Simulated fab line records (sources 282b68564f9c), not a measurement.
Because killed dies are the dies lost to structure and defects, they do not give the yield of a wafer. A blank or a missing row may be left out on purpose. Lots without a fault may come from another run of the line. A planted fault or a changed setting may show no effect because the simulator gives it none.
fab line records | flow rit_cmos
[record] lots = 6 wafers = 18 last_day = 7
route steps=202 shown ACTIVE@1 FOX1@20 FOX2@23 M1@202
lots with no fault: from the same line, run without faults
start_h: start of the lot's first displayed wafer, in hours after the record's first day | wait_h: time in hours since the lot's previous step | " unchanged from the row above | L1.1+2: a row that stands for several wafers | - no value present, or no start provided | * or withheld: withheld | < > ~ a bound
route shown NAME@n: names a module that has steps shown in the file, with the first one's number in the route | usual: average and standard deviation across the fault-free wafers | same: alike in all rows | chamber/n: place in a boat | sites: per-site readings | _std_site: standard deviation across them | _edge_site: the outer-site mean with the inner-site mean subtracted | radius_mm: how far each site lies from the wafer's centre | mask NAME#n: copy n | behind: the tool/chamber that last shaped the wafer | hold: the reason the lot was held/the length of the hold in hours/how it ended | device: transistor that didn't switch, given as n, p or np | end of line: the tests these same wafers got at the end of their route | a step without rows: its recipe alone | killed: dies that structure and defects cost at the first sort, which is not the same as the wafer's yield | map: shows each die of a wafer: x if killed, . if not, _ if none is there
set.NAME: setting as actually run; set.NAME@STEP: the setting as run at that earlier step | model.NAME: the simulator's own value behind a step, which no gauge read
lots at some steps of the route; a table a step, a row a wafer
services: a tool's chamber out of use, with start hour (start_h, from the record's first day; less than 0 if before it), hours out, and reason
[[steps]]
[step RIT_ACTIVE_BOW_MEAS_00]
[recipe] mode = bow
[usual] INCOMING_BOW = 1/5.7
// columns lot.wafer tool chamber start_h wait_h INCOMING_BOW[um]
L973.1 film_metro-02 - 40.00 - -5
L973.4 " - " " -4
L973.5 " - " " 3
L976.1 film_metro-02 - 55.00 - 6
L976.2 " - " " 4
L976.3 " - " " 10
L980.1 film_metro-04 - 75.00 - -3
L980.3 " - " " 6
L980.4 " - " " -4
L981.2 film_metro-02 - 80.02 - 2
L981.3 " - " " -1
L981.4 " - " " 7
L987.2 film_metro-01 - 110.02 - 3
L987.3 " - " " 9
L987.4 " - " " -5
L990.1 film_metro-01 - 125.00 - 4
L990.2 " - " " -3
L990.3 " - " " 4
[step RIT_ACTIVE_OXIDATION_01]
[recipe] temp_c = 1000 ambient = O2 target_thk_a = 468 ox_time_s = 3360
[step RIT_ACTIVE_THK_MEAS_02]
[recipe] reads = SiO2_of_ACTIVE_OXIDATION_01
[usual] ACTIVE_OXIDE_THK = 47.0/0.94
// columns lot.wafer tool chamber start_h wait_h ACTIVE_OXIDE_THK[nm]
L973.1 film_metro-01 - 42.41 0.0 46.6
L973.4 " - " " 46.8
L973.5 " - " " 46.5
L976.1 film_metro-02 - 59.26 0.0 47.1
L976.2 " - " " 47.4
L976.3 " - " " 47.1
L980.1 film_metro-01 - 77.05 0.0 47.1
L980.3 " - " " 47.8
L980.4 " - " " 47.6
L981.2 film_metro-04 - 87.63 0.0 47.4
L981.3 " - " " 46.5
L981.4 " - " " 46.9
L987.2 film_metro-04 - 115.09 0.0 48.7
L987.3 " - " " 48.4
L987.4 " - " " 48.4
L990.1 film_metro-02 - 127.05 0.0 48.8
L990.2 " - " " 48.1
L990.3 " - " " 48.4
[step RIT_ACTIVE_CVD_03]
[recipe] material = Si3N4 target_thk_nm = 150 temp_c = 810 precursor = SiH2Cl2/NH3 time_s = 1500 pressure_mtorr = 300 sih2cl2_flow_sccm = 60 nh3_flow_sccm = 150
[usual] pressure_mtorr = 299.9/0.65 zone_power_centre_pct = 38/3.5
// columns lot.wafer tool chamber start_h wait_h pressure_mtorr zone_power_centre_pct model.Si3N4_of_ACTIVE_CVD_03.thk_nm
L973.1 lpcvd-01 1 43.24 0.8 299.4 38 149.9
L973.4 " 1 " " 299.8 38 149.8
L973.5 " 1 " " 298.8 37 150.6
L976.1 lpcvd-01 1 59.32 0.1 150.5 38 120.8
L976.2 " 1 " " 149.6 37 120.2
L976.3 " 1 " " 150.3 38 120.9
L980.1 lpcvd-01 0 77.11 0.1 150.0 44 120.9
L980.3 " 0 " " 150.4 44 121.3
L980.4 " 0 " " 149.4 44 121
L981.2 lpcvd-02 1 87.68 0.0 300.1 34 148.4
L981.3 " 1 " " 300.3 34 148
L981.4 " 1 " " 299.5 34 148.3
L987.2 lpcvd-02 1 115.14 0.0 299.8 34 145.9
L987.3 " 1 " " 300.8 34 146.1
L987.4 " 1 " " 299.8 34 145.8
L990.1 lpcvd-02 0 127.11 0.1 299.9 40 150.8
L990.2 " 0 " " 299.6 39 150.3
L990.3 " 0 " " 299.4 39 149.7
[step RIT_ACTIVE_THK_MEAS_04]
[recipe] reads = Si3N4_of_ACTIVE_CVD_03
[usual] ACTIVE_NITRIDE_THK = 149.4/1.4
// columns lot.wafer tool chamber start_h wait_h ACTIVE_NITRIDE_THK[nm]
L973.1 film_metro-02 - 44.65 0.0 149.9
L973.4 " - " " 149.7
L973.5 " - " " 150.6
L976.1 film_metro-01 - 60.73 0.0 120.7
L976.2 " - " " 120.1
L976.3 " - " " 121.0
L980.1 film_metro-04 - 78.53 0.0 120.9
L980.3 " - " " 121.2
L980.4 " - " " 121.0
L981.2 film_metro-01 - 89.11 0.0 148.4
L981.3 " - " " 148.1
L981.4 " - " " 148.2
L987.2 film_metro-02 - 117.27 0.0 146.0
L987.3 " - " " 146.0
L987.4 " - " " 145.8
L990.1 film_metro-01 - 128.53 0.0 150.8
L990.2 " - " " 150.2
L990.3 " - " " 149.8
[step RIT_ACTIVE_HMDS_05]
[recipe] prime_time_s = 60 prime_temp_c = 140
[step RIT_ACTIVE_COAT_06]
[recipe] resist = NOVOLAK spin_rpm = 3250 resist_thk_nm = 995
[step RIT_ACTIVE_SOFTBAKE_07]
[recipe] resist = NOVOLAK temp_c = 90 time_s = 60
[step RIT_ACTIVE_EXPOSE_08]
[recipe] mask_id = M1 na = 0.6 source_shape = conventional sigma_outer = 0.6 target_cd_nm = 1400 dose_mj = 225
[step RIT_ACTIVE_PEB_09]
[recipe] resist = NOVOLAK temp_c = withheld time_s = withheld
[step RIT_ACTIVE_DEVELOP_10]
[recipe] resist = NOVOLAK develop_time_s = 50 dev_temp_c = 23
[step RIT_ACTIVE_CD_MEAS_11]
[recipe] target_cd_nm = 1400
[usual] cd_nm = 1399.8/2.2
// columns lot.wafer tool chamber start_h wait_h cd_nm
L973.1 cd_sem-02 - 45.90 - 1403.7
L973.4 " - " " 1401.6
L973.5 " - " " 1402.0
L976.1 cd_sem-01 - 61.77 - 1403.9
L976.2 " - " " 1403.6
L976.3 " - " " 1402.2
L980.1 cd_sem-01 - 79.44 - 1400.9
L980.3 " - " " 1401.3
L980.4 " - " " 1401.2
L981.2 cd_sem-02 - 90.16 - 1396.6
L981.3 " - " " 1396.0
L981.4 " - " " 1396.6
L987.2 cd_sem-02 - 118.32 - 1395.2
L987.3 " - " " 1395.7
L987.4 " - " " 1393.7
L990.1 cd_sem-01 - 129.44 - 1402.4
L990.2 " - " " 1400.7
L990.3 " - " " 1400.1
[step RIT_ACTIVE_HARDBAKE_12]
[recipe] resist = NOVOLAK temp_c = 140 time_s = 60
[step RIT_ACTIVE_ETCH_13]
[recipe] stop_on = SiO2 chemistry = SF6 target = Si3N4 time_s = 210 over_etch_frac = 0.4 SF6_flow_sccm = 200 pressure_mtorr = 260 rf_w = 125 target_depth_a = 2100
[usual] drypump_motor_current_A = 5.5/0.38 oes_product_au = 0.818/0.014 throttle_valve_pct = 7.47/0.11
// columns lot.wafer tool chamber start_h wait_h drypump_motor_current_A oes_product_au rf_hours_counter_h throttle_valve_pct model.etch.depth_nm model.ACTIVE.feature_depth_nm
L973.1 rie_diel-03 1 46.36 0.1 5.3 0.819 4 7.39 149.9 151.5
L973.4 " 0 " " 5.3 0.804 6 7.58 149.8 150
L973.5 " 3 " " 5.7 0.827 - 7.50 150.6 151.9
L976.1 rie_diel-04 2 62.04 0.1 5.8 0.734 7 7.77 120.8 122.5
L976.2 " 1 " " 4.9 0.745 118 7.43 120.2 120.2
L976.3 " 3 " " 5.9 0.746 48 7.48 120.9 120.9
L980.1 rie_diel-03 1 79.73 0.1 5.3 0.733 5 7.40 120.9 122.5
L980.3 " 3 " " 5.7 0.747 162 7.52 121.3 122.6
L980.4 " 0 " " 5.3 0.716 - 7.56 121 121.2
L981.2 rie_diel-01 0 90.41 0.1 5.0 0.832 4 7.41 148.4 148.4
L981.3 " 1 " " 5.5 0.814 157 7.49 148 148.8
L981.4 " 0 " " 5.0 0.831 - 7.38 148.3 148.3
L987.2 rie_diel-01 2 118.57 0.1 5.9 0.805 59 7.46 145.9 147.4
L987.3 " 3 " " 5.4 0.790 79 7.45 146.1 146.1
L987.4 " 3 " " 5.4 0.795 - 7.46 145.8 145.8
L990.1 rie_diel-03 1 129.71 0.1 5.2 0.809 6 7.39 150.8 152.3
L990.2 " 2 " " 6.1 0.823 1 7.31 150.3 150.3
L990.3 " 3 " " 5.7 0.796 0 7.50 149.7 151.1
[step RIT_ACTIVE_STRIP_14]
[recipe] chemistry = O2 time_s = 180 resist = NOVOLAK platen_temp_c = withheld power_w = 500 pressure_mtorr = 4000 o2_flow_sccm = 4000
[usual] drypump_motor_current_A = 5.9/0.41
// columns lot.wafer tool chamber start_h wait_h drypump_motor_current_A rf_hours_counter_h
L973.1 plasma_asher-03 1 46.49 0.1 5.6 41
L973.4 " 0 " " 5.9 -
L973.5 " 0 " " 5.8 -
L976.1 plasma_asher-02 1 62.17 0.1 5.4 42
L976.2 " 0 " " 6.0 42
L976.3 " 0 " " 6.0 -
L980.1 plasma_asher-01 1 79.86 0.1 6.5 44
L980.3 " 0 " " 5.5 -
L980.4 " 1 " " 6.5 -
L981.2 plasma_asher-01 0 90.54 0.1 5.4 46
L981.3 " 1 " " 6.5 -
L981.4 " 0 " " 5.4 -
L987.2 plasma_asher-03 1 118.70 0.1 5.6 49
L987.3 " 0 " " 5.8 -
L987.4 " 1 " " 5.6 -
L990.1 plasma_asher-02 1 129.84 0.1 5.4 44
L990.2 " 0 " " 6.1 44
L990.3 " 0 " " 6.1 -
[step RIT_ACTIVE_CD_MEAS_90]
[recipe] target_cd_nm = 1400
[usual] cd_nm = 1399.8/2.2
// columns lot.wafer tool chamber start_h wait_h cd_nm
L973.1 cd_sem-01 - 46.67 0.1 1403.6
L973.4 " - " " 1401.9
L973.5 " - " " 1401.4
L976.1 cd_sem-01 - 62.35 0.1 1403.9
L976.2 " - " " 1403.3
L976.3 " - " " 1402.0
L980.1 cd_sem-02 - 80.04 0.1 1400.3
L980.3 " - " " 1401.0
L980.4 " - " " 1401.3
L981.2 cd_sem-02 - 90.73 0.1 1397.0
L981.3 " - " " 1395.8
L981.4 " - " " 1396.9
L987.2 cd_sem-01 - 118.90 0.1 1395.3
L987.3 " - " " 1395.4
L987.4 " - " " 1393.4
L990.1 cd_sem-01 - 130.02 0.1 1402.0
L990.2 " - " " 1400.6
L990.3 " - " " 1400.2
[step RIT_ACTIVE_CLEAN_15]
[recipe] chemistry = SC1 mix = 3:3:50 time_s = 589 temp_c = 75
[step RIT_ACTIVE_CLEAN_16]
[recipe] chemistry = dHF dilution = 50:1 time_s = 30
[step RIT_ACTIVE_CLEAN_17]
[recipe] chemistry = SC2 mix = 3:3:50 time_s = 600 temp_c = 75 dry = n2_spin
[step RIT_FOX1_OXIDATION_00]
[recipe] temp_c = 1100 ambient = H2O target_thk_a = 3507 p_h2o_torr = 720 ox_time_s = 1130
[step RIT_FOX1_THK_MEAS_01]
[recipe] reads = SiO2_of_FOX1_OXIDATION_00
[usual] FOX1_OXIDE_THK = 353/5.9
// columns lot.wafer tool chamber start_h wait_h FOX1_OXIDE_THK[nm]
L973.1 film_metro-01 - 48.98 0.0 351
L973.4 " - " " 351
L973.5 " - " " 351
L976.1 film_metro-03 - 66.63 0.0 363
L976.2 " - " " 359
L976.3 " - " " 357
L980.1 film_metro-01 - 86.18 0.0 357
L980.3 " - " " 357
L980.4 " - " " 351
L981.2 film_metro-01 - 92.53 0.0 358
L981.3 " - " " 360
L981.4 " - " " 354
L987.2 film_metro-03 - 120.82 0.0 353
L987.3 " - " " 353
L987.4 " - " " 355
L990.1 film_metro-02 - 131.83 0.0 356
L990.2 " - " " 359
L990.3 " - " " 355
[step RIT_FOX1_WET_ETCH_02]
[recipe] chemistry = BOE target_depth_nm = 350 time_s = 390 temp_c = 21.5 dry = n2_spin dilution = 10:1 target = SiO2
[step RIT_FOX2_OXIDATION_00]
[recipe] temp_c = 1100 ambient = H2O target_thk_a = 3507 p_h2o_torr = 720 ox_time_s = 1130
[step RIT_FOX2_THK_MEAS_01]
[recipe] reads = SiO2_of_FOX2_OXIDATION_00
[usual] FOX2_OXIDE_THK = 353/6.2
// columns lot.wafer tool chamber start_h wait_h FOX2_OXIDE_THK[nm]
L973.1 film_metro-02 - 52.27 0.0 345
L973.4 " - " " 349
L973.5 " - " " 347
L976.1 film_metro-03 - 70.49 0.0 358
L976.2 " - " " 354
L976.3 " - " " 358
L980.1 film_metro-03 - 90.01 0.0 347
L980.3 " - " " 342
L980.4 " - " " 345
L981.2 film_metro-02 - 94.02 0.0 355
L981.3 " - " " 348
L981.4 " - " " 349
L987.2 film_metro-03 - 124.07 0.0 357
L987.3 " - " " 356
L987.4 " - " " 359
L990.1 film_metro-02 - 133.33 0.0 349
L990.2 " - " " 353
L990.3 " - " " 350
[step RIT_FOX2_CLEAN_02]
[recipe] chemistry = dHF dilution = 50:1 time_s = 180
// columns lot.wafer tool chamber start_h wait_h model.Si3N4_of_ACTIVE_CVD_03.thk_nm
L973.1 wet_bench-04 1 52.33 0.1 130.7
L973.4 " 1 " " 130.6
L973.5 " 1 " " 131.3
L976.1 wet_bench-03 2 70.55 0.1 101.6
L976.2 " 2 " " 101
L976.3 " 2 " " 101.7
L980.1 wet_bench-02 3 90.07 0.1 101.6
L980.3 " 3 " " 101.9
L980.4 " 3 " " 101.7
L981.2 wet_bench-04 1 94.07 0.0 129.2
L981.3 " 1 " " 128.7
L981.4 " 1 " " 129.1
L987.2 wet_bench-04 3 124.12 0.0 126.7
L987.3 " 3 " " 126.8
L987.4 " 3 " " 126.5
L990.1 wet_bench-03 3 133.39 0.1 131.5
L990.2 " 3 " " 131
L990.3 " 3 " " 130.5
[step RIT_FOX2_WET_ETCH_03]
[recipe] chemistry = H3PO4 target = Si3N4 target_depth_nm = 195 temp_c = 165 time_s = 2700
[step RIT_M1_PROBE_99]
[usual] killed_at_contacts = 0.0/0.2 killed_at_front_end = 6.8/2.9 killed_dies = 6.8/2.9 killed_open = 3.3/1.9 killed_short = 3.5/2
[same] gross_dies = 264 killed_at_M0_to_M3 = 0 killed_at_M4_up = 0 killed_at_back_side = 0 killed_at_other = 0
// columns lot.wafer tool chamber start_h wait_h killed_at_contacts killed_at_front_end killed_dies killed_open killed_short model.etest.nldd.width_nm model.etest.pldd.width_nm model.etest.pplus_sal.width_nm model.etest.nplus_sal.width_nm
L973.1 prober-01 - 103.10 0.1 0 8 8 2 6 3187 3210 3464 3457
L973.4 prober-01 - 103.25 0.2 0 10 10 2 8 3178 3185 3459 3478
L973.5 prober-01 - 103.30 0.2 0 6 6 5 1 3180 3195 3477 3464
L976.1 prober-02 - 117.00 0.4 0 6 6 4 2 3115 3126 3396 3383
L976.2 prober-02 - 117.05 0.4 0 14 14 6 8 3131 3128 3402 3402
L976.3 prober-02 - 117.10 0.5 0 8 8 4 4 3135 3138 3425 3388
L980.1 prober-02 - 132.36 0.1 0 4 4 2 2 3114 3110 3403 3400
L980.3 prober-02 - 132.46 0.2 0 8 8 2 6 3120 3111 3420 3412
L980.4 prober-02 - 132.51 0.2 0 6 6 1 4 3130 3112 3402 3396
L981.2 prober-01 - 143.81 0.1 0 7 7 3 4 3159 3154 3434 3447
L981.3 prober-01 - 143.86 0.2 0 4 4 3 0 3168 3174 3447 3479
L981.4 prober-01 - 143.91 0.2 1 4 5 2 3 3168 3160 3460 3463
L987.2 prober-01 - 163.53 0.1 0 6 6 3 3 3143 3132 3424 3426
L987.3 prober-01 - 163.58 0.2 0 12 12 5 7 3147 3138 3430 3429
L987.4 prober-01 - 163.63 0.2 0 9 9 4 5 3121 3125 3410 3419
L990.1 prober-02 - 175.71 0.1 0 3 3 2 1 3177 3145 3455 3446
L990.2 prober-02 - 175.76 0.1 0 7 7 2 5 3172 3154 3438 3439
L990.3 prober-02 - 175.81 0.2 0 3 3 1 2 3152 3148 3458 3454
// killed by level:class
L973.1 GATE:geometric_particle:short=2 SPACER:geometric_particle:short=2 FOX2:geometric_particle:short=1 GATE:geometric_particle:open=1 REOX:geometric_particle:short=1 REOX:geometric_particle:open=1
L973.4 SPACER:geometric_particle:short=3 FOX2:geometric_particle:short=2 SILICIDE:geometric_particle:short=2 FOX2:geometric_particle:open=1 GATE:geometric_particle:short=1 REOX:geometric_particle:open=1
L973.5 REOX:geometric_particle:open=2 GATE:geometric_particle:open=1 REOX:geometric_particle:short=1 SPACER:geometric_particle:open=1 SILICIDE:geometric_particle:open=1
L976.1 REOX:geometric_particle:open=2 FOX2:geometric_particle:short=1 GATE:geometric_particle:open=1 GATE:geometric_particle:short=1 SPACER:geometric_particle:open=1
L976.2 GATE:geometric_particle:open=4 GATE:geometric_particle:short=4 REOX:geometric_particle:short=2 SILICIDE:geometric_particle:open=2 FOX1:geometric_particle:short=1 SILICIDE:geometric_particle:short=1
L976.3 GATE:geometric_particle:open=4 FOX1:geometric_particle:short=1 GATE:geometric_particle:short=1 SPACER:geometric_particle:short=1 SILICIDE:geometric_particle:short=1
L980.1 GATE:geometric_particle:open=2 FOX2:geometric_particle:short=1 GATE:geometric_particle:short=1
L980.3 FOX1:geometric_particle:short=2 GATE:geometric_particle:short=2 GATE:geometric_particle:open=2 SPACER:geometric_particle:short=2
L980.4 SILICIDE:geometric_particle:short=2 FOX2:geometric_particle:short=1 GATE:geometric_particle:short=1 SILICIDE:geometric_particle:open=1 NRETRO:coat_microbubble_printed=1
L981.2 FOX1:geometric_particle:short=2 FOX1:geometric_particle:open=1 GATE:geometric_particle:open=1 REOX:geometric_particle:open=1 SPACER:geometric_particle:short=1 SILICIDE:geometric_particle:short=1
L981.3 GATE:geometric_particle:open=2 SPACER:geometric_particle:open=1 NWELL:coat_microbubble_printed=1
L981.4 FOX1:geometric_particle:short=2 FOX1:geometric_particle:open=1 REOX:geometric_particle:short=1 CONTACT:geometric_particle:open=1
L987.2 GATE:geometric_particle:open=2 GATE:geometric_particle:short=1 REOX:geometric_particle:open=1 REOX:geometric_particle:short=1 SPACER:geometric_particle:short=1
L987.3 GATE:geometric_particle:short=5 GATE:geometric_particle:open=2 FOX2:geometric_particle:open=1 FOX2:geometric_particle:short=1 REOX:geometric_particle:open=1 REOX:geometric_particle:short=1 SILICIDE:geometric_particle:open=1
L987.4 GATE:geometric_particle:short=3 GATE:geometric_particle:open=2 REOX:geometric_particle:short=1 REOX:geometric_particle:open=1 SPACER:geometric_particle:short=1 SPACER:geometric_particle:open=1
L990.1 FOX1:geometric_particle:open=1 REOX:geometric_particle:short=1 REOX:geometric_particle:open=1
L990.2 REOX:geometric_particle:short=2 ACTIVE:geometric_particle:open=1 FOX1:geometric_particle:short=1 FOX2:geometric_particle:open=1 FOX2:geometric_particle:short=1 GATE:geometric_particle:short=1
L990.3 GATE:geometric_particle:short=1 SILICIDE:geometric_particle:open=1 SILICIDE:geometric_particle:short=1
[[services]]
// columns tool chamber start_h hours kind
rie_diel-04 - 47.35 2.8 pm
rie_diel-03 - 72.23 0.4 repair
plasma_asher-02 - 72.88 49.5 pm
rie_diel-03 2 76.22 - clean
rie_diel-03 2 76.22 24.6 scheduled_down
rie_diel-03 2 76.22 24.6 vent_cycle
rie_diel-01 2 84.55 14.7 repair
plasma_asher-03 - 91.42 15.0 pm
rie_diel-03 3 100.78 - clean
rie_diel-03 3 100.78 16.7 scheduled_down
rie_diel-03 3 100.78 16.7 vent_cycle
rie_diel-03 0 103.13 20.8 repair
plasma_asher-01 - 106.39 14.1 pm
rie_diel-04 2 109.09 2.8 repair
rie_diel-01 1 114.64 - clean
rie_diel-01 1 114.64 22.7 scheduled_down
rie_diel-01 1 114.64 22.7 vent_cycle
plasma_asher-01 - 120.52 9.0 pm
plasma_asher-01 0 120.52 9.0 vent_cycle
plasma_asher-01 1 120.52 9.0 vent_cycle
plasma_asher-02 - 122.41 2.8 pm
plasma_asher-01 0 129.52 - clean
plasma_asher-01 1 129.52 - clean
rie_diel-03 - 132.29 0.1 repair
[[key]]
[first_sign] step = RIT_ACTIVE_CVD_03 reading = pressure_mtorr direction = down sigmas = 99+ usual = 299.9 struck = 150.1
[effect] step = RIT_ACTIVE_THK_MEAS_04 reading = ACTIVE_NITRIDE_THK direction = down sigmas = 20 usual = 149.4 struck = 120.8
[effect] step = RIT_ACTIVE_ETCH_13 reading = oes_product_au direction = down sigmas = 5.9 usual = 0.818 struck = 0.737
[model_effect] step = RIT_ACTIVE_CVD_03 value = Si3N4_of_ACTIVE_CVD_03.thk_nm without = 149 struck = 120.8
[model_effect] step = RIT_ACTIVE_ETCH_13 value = etch.depth_nm without = 149 struck = 120.8
[model_effect] step = RIT_FOX2_CLEAN_02 value = Si3N4_of_ACTIVE_CVD_03.thk_nm without = 129.7 struck = 101.6
[model_effect] step = RIT_M1_PROBE_99 value = etest.nldd.width_nm without = 3165 struck = 3124
met_at RIT_ACTIVE_CVD_03
struck_wafers L976.1,L976.2,L976.3,L980.1,L980.3,L980.4
tester_left_out L976,L980
onset_between 43.24 59.32
[fault] kind = process_parameter_drift tool = lpcvd-01 chamber = - onset_h = 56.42 steps = RIT_ACTIVE_CVD_03 channel = pressure_mtorr offset = -150 shape = step end_h = 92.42 acts_in = these_recipes_only stated = 300
// tester_left_out: of these lots the tester's yield and bins aren't shown, on N5 and GAA mostly nor the transistor test; their killed dies are dies lost to structure and defects alone, not to doping, threshold or leakage, so they don't give the yield
